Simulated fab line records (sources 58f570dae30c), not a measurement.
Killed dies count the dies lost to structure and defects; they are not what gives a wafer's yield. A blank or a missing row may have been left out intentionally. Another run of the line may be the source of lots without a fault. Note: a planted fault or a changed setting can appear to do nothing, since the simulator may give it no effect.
Lot-split experiment	flow berkeley_cmos170	route with 331 steps; 5 lots, 23 wafers read

THE SPLIT ITSELF
At UCB170_PFIELD_IMPLANT_07, the setting dose_cm2 was moved away from the recipe's 2e+13 on 5 of the 23 wafers read, by -5.5% to +3.6%. The other wafers ran this setting at the recipe's value.

FROM SPLIT TO READING: 1 step shown by the file between the two
- UCB170_PFIELD_STRIP_08: strips in O2

THE READING
PFIELD_TW, at UCB170_PFIELD_TW_MEAS_09. Fault-free wafers of this fab line usually give 593.8, standard deviation 2.7.

wafer	tool, chamber at the split	dose_cm2 as run	against the recipe	PFIELD_TW	against lot-mates on the recipe
L078.2	implanter-03, 0	2e+13	recipe	596.3	-
L078.3	implanter-03, 0	2.071e+13	+3.6%	600.9	+4.7
L078.4	implanter-03, 0	2e+13	recipe	595.3	-
L078.5	implanter-03, 0	2.071e+13	+3.6%	603.3	+7.1
L078.6	implanter-03, 0	2e+13	recipe	596.9	-
L077.1	implanter-04, 0	2e+13	recipe	592.1	-
L077.4	implanter-04, 0	2e+13	recipe	589.2	-
L077.5	implanter-04, 0	2e+13	recipe	591.6	-
L080.1	implanter-01, 0	1.89e+13	-5.5%	586.0	-10.2
L080.2	implanter-01, 0	1.89e+13	-5.5%	584.6	-11.6
L080.3	implanter-01, 0	1.89e+13	-5.5%	586.2	-10.0
L080.5	implanter-01, 0	2e+13	recipe	594.7	-
L080.6	implanter-01, 0	2e+13	recipe	597.8	-
L084.1	implanter-04, 0	2e+13	recipe	591.6	-
L084.2	implanter-04, 0	2e+13	recipe	596.0	-
L084.3	implanter-04, 0	2e+13	recipe	595.8	-
L084.5	implanter-04, 0	2e+13	recipe	593.8	-
L084.6	implanter-04, 0	2e+13	recipe	594.0	-
L085.1	implanter-04, 0	2e+13	recipe	594.3	-
L085.3	implanter-04, 0	2e+13	recipe	594.0	-
L085.4	implanter-04, 0	2e+13	recipe	594.9	-
L085.5	implanter-04, 0	2e+13	recipe	592.9	-
L085.6	implanter-04, 0	2e+13	recipe	600.1	-

THE FIT
A straight line over all 23 wafers: PFIELD_TW changes by +1.75 for each +1% of dose_cm2; r = +0.86; the points scatter about the line by 2.4.
The same after taking each lot's own level away (the mean of its wafers on the recipe; 23 wafers): +1.87 for each +1%; r = +0.93; scatter 1.7.
Per that fit: largest dose_cm2 move, reading shift of 10.
The span of the lots' own levels, 590.97 to 596.25, comes to 2.0 times the standard deviation stated above.
Consequently the slope shifts little with the lot-to-lot level, the two slopes agreeing.
Check: for one of the wafers moved furthest among these (-5.5%), held out of the fit, the line's prediction against its lot-mates is -10.4. Against them it came out at -10.2.

OTHER SPLITS APPLIED TO THESE WAFERS
These wafers also went through other splits before the reading. Each is held against what the fit with the lots' levels taken away leaves over:
other split on the same wafers	wafers away from the commonest value	r with PFIELD_TW (lot level and that fit taken away)
UCB170_START_OXIDATION_02 temp_c	18	+0.00
UCB170_PWELL_DEVELOP_12 develop_time_s	11	-0.04
UCB170_PWELL_IMPLANT_15 dose_cm2	8	+0.01

THE FILE'S OWN FIT
PFIELD_TW changes by +1.86 for each +1% of dose_cm2, r = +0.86.
